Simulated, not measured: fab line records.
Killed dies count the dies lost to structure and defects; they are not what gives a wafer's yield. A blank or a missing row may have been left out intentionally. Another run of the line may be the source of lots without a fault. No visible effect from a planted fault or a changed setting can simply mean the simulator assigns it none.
Chamber matching    flow rit-cmos    RIT_GATE_ETCH_19 on rie-si-01: 4 sister chambers
The step etches poly-Si in SF6/CHF3/O2, stops on SiO2, time 165 s, target depth 312.5 nm. 14 wafers are shown with their chamber, then 7 later ones without.

== WAFERS, EACH WITH ITS CHAMBER ==
wafer   chamber  drypump-motor-current-A (A)  throttle-valve-pct (%)  oes-product-au (a.u.)
L552.1  0        6.0                          10.31                   0.867
L552.2  1        5.8                          10.59                   0.849
L552.5  3        6.3                          10.02                   0.853
L554.1  0        6.0                          10.33                   0.864
L554.3  2        5.5                          10.09                   0.840
L554.5  0        6.0                          10.31                   0.856
L556.1  0        6.0                          10.32                   0.865
L556.3  1        5.8                          10.57                   0.842
L556.4  3        6.4                          10.03                   0.854
L558.2  2        5.5                          10.07                   0.853
L558.4  0        6.0                          10.33                   0.864
L558.6  0        6.0                          10.32                   0.864
L560.2  3        6.3                          10.05                   0.853
L560.5  0        6.0                          10.35                   0.873

SIGNATURES (averages over the wafers above)
reading                  chamber 0  chamber 1  chamber 2  chamber 3  scatter within a chamber
drypump-motor-current-A  6.000      5.800      5.500      6.333      0.0258
throttle-valve-pct       10.3243    10.5800    10.0800    10.0333    0.0143
oes-product-au           0.86471    0.84550    0.84650    0.85333    0.00511
Rule: distance of a wafer from a chamber = root of the sum over the readings of ((wafer's reading minus chamber's mean) / reading's scatter) squared. If the next closest chamber is less than 2 further off than the closest, the wafer can't be placed; otherwise it belongs to the closest. The scatter: take each reading less its chamber's mean, square it, sum over the shown wafers, divide by the number of wafers less the number of chambers, and take the root.

== WAFERS WITHOUT THEIR CHAMBER ==
wafer   drypump-motor-current-A (A)  throttle-valve-pct (%)  oes-product-au (a.u.)
L560.6  6.4                          10.03                   0.865
L570.2  6.0                          10.33                   0.866
L570.3  5.8                          10.59                   0.854
L570.4  5.5                          10.07                   0.843
L574.1  6.4                          10.04                   0.862
L574.3  5.8                          10.58                   0.850
L574.5  6.4                          10.03                   0.853

== CHAMBER TAKEN BY EACH ==
wafer   from the rows above  in truth
L560.6  3                    3
L570.2  0                    0
L570.3  1                    1
L570.4  2                    2
L574.1  3                    3
L574.3  1                    1
L574.5  3                    3
7 of 7 placed correctly. From these rows, 0 cannot be placed. 0 placed wrongly.
